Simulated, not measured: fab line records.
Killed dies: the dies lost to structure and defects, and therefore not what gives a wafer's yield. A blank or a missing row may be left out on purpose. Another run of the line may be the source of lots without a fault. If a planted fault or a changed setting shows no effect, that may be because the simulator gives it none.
Which tool did it? + flow berkeley cmos170 + Sampling: 7 lots, 21 wafers, 2 of 331 route steps

== WHAT THE GAUGES READ, wafer by wafer ==
UCB170_GATE_CD_MEAS_90 targets a cd of 350 nm.
| lot  | measured     | on        | cd nm (nm)        |
|------|--------------|-----------|-------------------|
| L237 | day 6 22:31  | cd sem-02 | 349.6 349.6 349.5 |
| L239 | day 7 12:50  | cd sem-01 | 349.5 347.9 348.4 |
| L242 | day 7 21:37  | cd sem-01 | 349.6 350.7 350.4 |
| L243 | day 8 04:28  | cd sem-02 | 348.7 347.9 349.4 |
| L249 | day 9 06:40  | cd sem-02 | 349.9 349.0 350.6 |
| L253 | day 9 21:33  | cd sem-02 | 348.1 349.5 348.0 |
| L256 | day 10 18:38 | cd sem-02 | 352.8 351.0 349.9 |

== EACH LOT AND THE TOOL THAT RAN IT (in order: tool; ch and the chambers of the sampled wafers; start) ==
| lot  | UCB170_GATE_ETCH_15              |
|------|----------------------------------|
| L237 | rie si-01 ch 1,2,3, day 6 22:19  |
| L239 | rie si-01 ch 0,2,3, day 7 12:40  |
| L242 | rie si-01 ch 1,2, day 7 21:26    |
| L243 | rie si-02 ch 2,3, day 8 04:19    |
| L249 | rie si-02 ch 0,2,3, day 9 06:31  |
| L253 | rie si-02 ch 0,1,3, day 9 21:24  |
| L256 | rie si-01 ch 1,2,3, day 10 18:29 |
- UCB170_GATE_ETCH_15: etches poly-Si in HBr/Cl2, stops on SiO2, time 56.3 s, target depth 278.2 nm.

== THE ANSWER, worked out from the rows above alone ==
Rule: what is usual is taken from the lots themselves. Put in order of their means at a reading, lots are off if they are a third of the lots or fewer, leave a main group of 4 or more, and stand apart from it by a gap of 3 or more times the standard deviation of the main group's means; of several such gaps the widest counts. The tables above print the reading to a certain number of digits; a main group whose means all agree to those digits is not used. Also off: a lot with no number at a reading for which 4 or more lots have one. Where the step has rows for the other lots, those lots are counted as sound.
No lot is off at any reading shown: from this, nothing can be told.

== WHAT WAS PUT IN BY THE SIMULATOR ==
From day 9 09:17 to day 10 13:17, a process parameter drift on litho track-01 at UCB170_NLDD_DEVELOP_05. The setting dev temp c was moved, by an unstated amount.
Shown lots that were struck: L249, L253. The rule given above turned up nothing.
